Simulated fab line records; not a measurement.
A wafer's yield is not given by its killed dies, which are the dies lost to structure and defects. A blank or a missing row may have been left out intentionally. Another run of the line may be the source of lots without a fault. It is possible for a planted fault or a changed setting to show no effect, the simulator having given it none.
Which tool did it? + flow rit-cmos + Sampling: 6 lots, 18 wafers, 2 of 202 route steps

== WHAT THE GAUGES READ, wafer by wafer ==
RIT_PSD_OVL_MEAS_06.
| lot  | measured    | on         | PSD_OVL (nm)         |
|------|-------------|------------|----------------------|
| L605 | day 3 14:00 | overlay-02 | 1.1 2.5 -1.0         |
| L607 | day 3 19:10 | overlay-02 | -0.1 0.2 0.1         |
| L610 | day 4 11:29 | overlay-02 | -2.6 -1.9 -3.0       |
| L612 | day 5 00:26 | overlay-02 | -150.8 -148.6 -149.1 |
| L618 | day 6 10:57 | overlay-02 | 0.1 0.7 0.7          |
| L623 | day 7 19:35 | overlay-02 | -1.4 0.0 -0.3        |

== TOOL THAT RAN EACH LOT (tool first, then ch and the chambers of the sampled wafers, then the start) ==
| lot  | RIT_PSD_EXPOSE_03                  |
|------|------------------------------------|
| L605 | iline-stepper-01 ch 0, day 3 13:35 |
| L607 | iline-stepper-02 ch 0, day 3 18:46 |
| L610 | iline-stepper-02 ch 0, day 4 11:05 |
| L612 | iline-stepper-02 ch 0, day 5 00:02 |
| L618 | iline-stepper-01 ch 0, day 6 10:22 |
| L623 | iline-stepper-01 ch 0, day 7 19:11 |
- RIT_PSD_EXPOSE_03: exposes mask M10, target cd 40900 nm.

== THE ANSWER, worked out from the rows above alone ==
Rule: the usual values come from the lots themselves. The widest of any qualifying gaps counts: lots, ordered by their means at a reading, are off when they make up no more than a third of the lots, leave a main group of 4 or more, and stand apart from it by 3 or more times the standard deviation of that group's means. The tables above print the reading to a certain number of digits; a main group whose means all agree to those digits is not used. Also off: a lot with no number at a reading for which 4 or more lots have one. The other lots that the step has rows for count as sound.
Off: L612, seen at RIT_PSD_OVL_MEAS_06 (PSD_OVL). The main group has a mean of -0.3 nm with a standard deviation of 1.2.
A tool fits if, at a process step before that reading, it ran every lot that is off, and no sound lot after the first of them. Gauges at RIT_PSD_OVL_MEAS_06: tried the same way as those tools. One candidate fits, namely iline-stepper-02 at RIT_PSD_EXPOSE_03. A fault onset in the window from L610 (day 4 11:05, its last sound lot) to L612 (day 5 00:02, its first lot off) fits.

== WHAT THE SIMULATOR PUT IN ==
Scanner matching overlay: iline-stepper-02, from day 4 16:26 on, at RIT_PSD_EXPOSE_03. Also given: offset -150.
Lots struck among those shown: L612. Same finding as the rule above.
